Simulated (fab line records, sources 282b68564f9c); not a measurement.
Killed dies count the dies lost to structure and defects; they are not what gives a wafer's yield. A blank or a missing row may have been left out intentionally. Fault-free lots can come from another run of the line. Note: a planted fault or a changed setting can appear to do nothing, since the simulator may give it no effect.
Struck lot and sound lot, side by side + flow ritCmos + 21 steps out of a route of 202
Sound: these wafers, L593.3, L593.4, L593.6. Wafers struck: L601.1, L601.2, L601.4. The cause comes at the end.
Each step with rows lists, per side, the tool, then ch with its chambers, then its first start. Under that, the readings that differ: sound wafers + struck wafers + difference of the means + sigmas: that difference in standard deviations of wafers without a fault.
alike: words and numbers the same on both sides, and readings whose means are apart by under 2 such deviations; not compared: readings that were withheld, readings missing a value for some wafer, numbers with overlapping values and no deviation given by the record, and bounds like >300 which may hide the same value.
Wherever a step has rows on one side only, a row that says differs or no value, or a row with sigmas, the two part there. Numbers that have no deviation but don't overlap get no sigmas and don't part them. A reading missing from all wafers of one side parts the sides only when that side holds two or more wafers.

first, 2 steps without rows for these wafers: RIT_NSD_HARDBAKE_07 (time 60 s); RIT_NSD_IMPLANT_08.
RIT_NSD_STRIP_09: strips in O2, time 180 s.
  sound on plasmaAsher-01 ch 0,1, day 3 06:53; struck on plasmaAsher-02 ch 0,1, day 4 20:29
  alike: chamberPressureMTorr, drypumpMotorCurrentA
  not compared: rfHoursCounterH
RIT_NSD_TW_MEAS_10:
  sound: filmMetro-02 at day 3 07:01; struck: filmMetro-04 at day 4 20:40
  alike: NSD_TW
then, 6 steps without rows for these wafers: RIT_PSD_HMDS_00 (prime time 60 s); RIT_PSD_COAT_01 (resist thk 1000 nm); RIT_PSD_SOFTBAKE_02 (time 60 s); RIT_PSD_EXPOSE_03 (exposes mask M10, target cd 40900 nm); RIT_PSD_PEB_04; RIT_PSD_DEVELOP_05 (develop time 50 s).
RIT_PSD_OVL_MEAS_06:
  sound: overlay-02 at day 3 08:03; struck: overlay-02 at day 4 21:38
  alike: PSD_OVL
then, 1 step without rows for these wafers: RIT_PSD_HARDBAKE_07 (time 60 s).
RIT_PSD_IMPLANT_08:
  sound on implanter-01 ch 0, day 3 08:16; struck on implanter-01 ch 0, day 4 21:49
| reading     | sound                         | struck                        | difference | sigmas      |
|-------------|-------------------------------|-------------------------------|------------|-------------|
| beamOnS (s) | 14.1 14.0 13.8                | 18.7 18.7 17.8                | +4.4       | +3          |
| doseIonsCm2 | 4.995e+15 5.001e+15 5.005e+15 | 6.744e+15 6.745e+15 6.758e+15 | +1.749e+15 | +99 or more |
  alike: beamEnergyKeV
RIT_PSD_STRIP_09: strips in O2, time 180 s.
  sound on plasmaAsher-03 ch 0,1, day 3 08:26; struck on plasmaAsher-01 ch 0,1, day 4 21:58
| reading                  | sound       | struck      | difference | sigmas |
|--------------------------|-------------|-------------|------------|--------|
| drypumpMotorCurrentA (A) | 6.7 6.4 6.7 | 5.2 5.7 5.2 | -1.2       | -2     |
  alike: chamberPressureMTorr
  not compared: rfHoursCounterH
RIT_PSD_TW_MEAS_10:
  sound: filmMetro-02 at day 3 08:34; struck: filmMetro-02 at day 4 22:22
| reading | sound          | struck         | difference | sigmas |
|---------|----------------|----------------|------------|--------|
| PSD_TW  | 3417 3436 3409 | 3482 3478 3476 | +58        | +3     |
  not compared: hold
then, 2 steps without rows for these wafers: RIT_SDANNEAL_CLEAN_01 (cleans in dHF, time 30 s); RIT_SDANNEAL_CLEAN_02 (cleans in SC2, time 600 s).
RIT_SDANNEAL_RTA_03: time 5 s.
  sound on rtpAnneal-02 ch 0, day 3 08:59; struck on rtpAnneal-02 ch 0, day 5 01:02
  alike: wafer_temp_C_max
RIT_SDANNEAL_RS_MEAS_04: a four-point-probe measurement.
  sound: filmMetro-03 at day 3 09:04; struck: filmMetro-02 at day 5 01:23
| reading         | sound             | struck            | difference | sigmas |
|-----------------|-------------------|-------------------|------------|--------|
| PSD_RS (ohm/sq) | 116.1 116.3 116.2 | 112.0 112.0 111.8 | -4.3       | -14    |
  not compared: hold
RIT_SDANNEAL_RS_MEAS_05: a four-point-probe measurement.
  sound: filmMetro-03 at day 3 09:11; struck: filmMetro-02 at day 5 02:55
| reading | sound | struck                                                                  | difference                   | sigmas |
|---------|-------|-------------------------------------------------------------------------|------------------------------|--------|
| hold    | - - - | awaitDispo/1.4h/release awaitDispo/1.4h/release awaitDispo/1.4h/release | no value on the sound wafers |        |
  alike: NSD_RS
RIT_M1_PROBE_99:
  sound: prober-02 at day 3 16:23; struck: prober-02 at day 5 11:02
  alike: killedAtFrontEnd, killedDies, killedOpen, killedShort

## WHERE THEY PART
Earliest at RIT_PSD_IMPLANT_08; latest, in this record, at RIT_SDANNEAL_RS_MEAS_05. Later steps at which nothing parts them and some readings are alike: RIT_M1_PROBE_99.

WHY: what had been put in by the simulator
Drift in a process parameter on implanter-01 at RIT_PSD_IMPLANT_08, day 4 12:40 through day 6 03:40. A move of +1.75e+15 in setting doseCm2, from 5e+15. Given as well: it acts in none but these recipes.
